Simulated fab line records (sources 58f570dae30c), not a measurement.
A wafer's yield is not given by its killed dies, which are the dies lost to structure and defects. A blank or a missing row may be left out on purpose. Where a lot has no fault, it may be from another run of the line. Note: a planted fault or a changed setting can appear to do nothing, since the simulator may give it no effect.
Matching of chambers ; flow berkeley cmos170 ; pecvd-03 running UCB170_SPACER_CVD_00: 3 sister chambers
The step deposits SiO2 from TEOS/O2, target thk 376 nm, time 47 s. 16 wafers are shown with their chamber, then 8 later ones without.

== WAFERS, EACH WITH ITS CHAMBER ==
wafer;chamber;heater power w (W)
L223.2;2;238
L223.3;0;382
L223.5;1;265
L225.1;0;331
L225.5;2;231
L225.6;0;347
L226.1;1;263
L226.2;2;215
L226.3;0;333
L229.1;1;238
L229.4;0;296
L229.5;1;252
L235.1;1;239
L235.2;2;173
L235.4;0;372
L238.1;2;239

SIGNATURES (averages over the wafers above)
reading;chamber 0;chamber 1;chamber 2;scatter within a chamber
heater power w;343.50;251.40;219.20;25.6
Rule: for a wafer and a chamber, the distance is found by dividing, reading by reading, the gap between the wafer's reading and the chamber's mean by the reading's scatter, squaring, summing and taking the root. If the next closest chamber is less than 2 further off than the closest, the wafer can't be placed; otherwise it belongs to the closest. How the scatter is found: for the shown wafers, subtract from each reading the mean of its chamber, square and add these, divide the total by (wafers less chambers), then take the root.

== WAFERS WHOSE CHAMBER IS MISSING ==
wafer;heater power w (W)
L238.4;396
L238.6;247
L244.1;353
L244.4;225
L244.6;369
L242.2;384
L242.3;195
L242.6;269

== CHAMBER TAKEN BY EACH ==
wafer;from the rows above;in truth
L238.4;0;0
L238.6;can't be placed: 1 or 2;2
L244.1;0;0
L244.4;can't be placed: 2 or 1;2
L244.6;0;0
L242.2;0;0
L242.3;can't be placed: 2 or 1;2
L242.6;can't be placed: 1 or 2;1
Placed correctly: 4 of 8. Not placeable from these rows: 4 (in 4, the candidates include the true chamber). Wrongly placed: 0.
